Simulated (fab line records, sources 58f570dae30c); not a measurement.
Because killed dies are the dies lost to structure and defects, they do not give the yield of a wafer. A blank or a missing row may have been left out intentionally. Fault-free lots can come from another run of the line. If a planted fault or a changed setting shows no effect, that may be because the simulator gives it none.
Lot-split experiment    flow berkeley-cmos170    23 wafers read across 5 lots, on a route 331 steps long

## SPLIT DETAILS
At UCB170_FIELD_OXIDATION_01 (target thk 558.3 nm, ox time 7200 s), the setting temp-c was moved away from the recipe's 1000 C on 15 of the 23 wafers read, by -2.4% to +2.6%. For the rest of the wafers, this setting stayed at what the recipe calls for.

## FROM THE SPLIT TO THE READING: what the file shows between them, 11 steps
- UCB170_FIELD_THK_MEAS_02
- UCB170_FIELD_WET_ETCH_04: etches SiO2 in dHF, time 60 s (also split here: time-s)
- UCB170_FIELD_WET_ETCH_05: etches Si3N4 in H3PO4, time 12600 s
- UCB170_FIELD_WET_ETCH_06: etches SiO2 in BOE, time 22 s
- UCB170_FIELD_THK_MEAS_90
- UCB170_PVT_COAT_01: resist thk 900 nm (also split here: resist-thk-nm)
- UCB170_PVT_SOFTBAKE_02: time 60 s
- UCB170_PVT_EXPOSE_03: exposes mask NWELL, target cd 3000 nm
- UCB170_PVT_IMPLANT_07
- UCB170_PVT_STRIP_08: strips in O2
- UCB170_GATE_WET_ETCH_00: etches SiO2 in dHF, time 200 s

## THE READING
FIELD_OXIDE_LEFT_2_THK, in nm, at UCB170_FIELD_THK_MEAS_91. Typical for fault-free wafers on this fab line: 356 nm, with standard deviation 7.7 nm.

wafer   tool, chamber at the split  temp-c as run, C  against the recipe  FIELD_OXIDE_LEFT_2_THK, nm  against lot-mates on the recipe
L075.2  -, -                        1026              +2.6%               436                         no lot-mate on the recipe
L075.3  -, -                        1026              +2.6%               440                         no lot-mate on the recipe
L075.4  -, -                        1026              +2.6%               433                         no lot-mate on the recipe
L075.5  -, -                        1026              +2.6%               448                         no lot-mate on the recipe
L075.6  -, -                        1026              +2.6%               439                         no lot-mate on the recipe
L078.1  -, -                        976.4             -2.4%               283                         no lot-mate on the recipe
L078.2  -, -                        976.4             -2.4%               276                         no lot-mate on the recipe
L078.3  -, -                        976.4             -2.4%               270                         no lot-mate on the recipe
L078.4  -, -                        976.4             -2.4%               283                         no lot-mate on the recipe
L078.5  -, -                        976.4             -2.4%               285                         no lot-mate on the recipe
L081.1  -, -                        976.4             -2.4%               275                         no lot-mate on the recipe
L081.2  -, -                        976.4             -2.4%               267                         no lot-mate on the recipe
L081.3  -, -                        976.4             -2.4%               273                         no lot-mate on the recipe
L081.5  -, -                        976.4             -2.4%               268                         no lot-mate on the recipe
L081.6  -, -                        976.4             -2.4%               276                         no lot-mate on the recipe
L082.1  furnace-04, 0               1000              recipe              348                         -
L082.2  furnace-04, 0               1000              recipe              348                         -
L082.6  furnace-04, 0               1000              recipe              355                         -
L080.1  -, -                        1000              recipe              347                         -
L080.2  -, -                        1000              recipe              351                         -
L080.3  -, -                        1000              recipe              343                         -
L080.5  -, -                        1000              recipe              366                         -
L080.6  -, -                        1000              recipe              352                         -

THE FIT
A straight line over all 23 wafers: FIELD_OXIDE_LEFT_2_THK changes by +32.9 nm for each +1% of temp-c; r = +1.00; the points scatter about the line by 6.4 nm.
Too few moved wafers with a lot-mate on the recipe to fit a line net of each lot's own level.

## THE WHOLE CHAIN: every reading that the file lists as answering this split, in the file's order
step                       what it does                         reading                                                                             change (the file's fit)               r (the file's)
UCB170_FIELD_OXIDATION_01  target thk 558.3 nm, ox time 7200 s  SiO2_of_FIELD_OXIDATION_01.thk-nm (the simulator's own value, which no gauge read)  +31.8 nm for each +1% of the setting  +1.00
UCB170_FIELD_THK_MEAS_02                                        FIELD_OXIDE_THK                                                                     +31.8 for each +1% of the setting     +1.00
UCB170_FIELD_WET_ETCH_04   etches SiO2 in dHF, time 60 s        SiO2_of_FIELD_OXIDATION_01.thk-nm (the simulator's own value, which no gauge read)  +32.9 nm for each +1% of the setting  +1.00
UCB170_FIELD_THK_MEAS_90                                        FIELD_OXIDE_LEFT_1_THK                                                              +33 for each +1% of the setting       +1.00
UCB170_FIELD_THK_MEAS_91                                        FIELD_OXIDE_LEFT_2_THK                                                              +32.9 for each +1% of the setting     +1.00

## THE FILE'S OWN FIT
FIELD_OXIDE_LEFT_2_THK changes by +32.9 nm for each +1% of temp-c, r = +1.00.
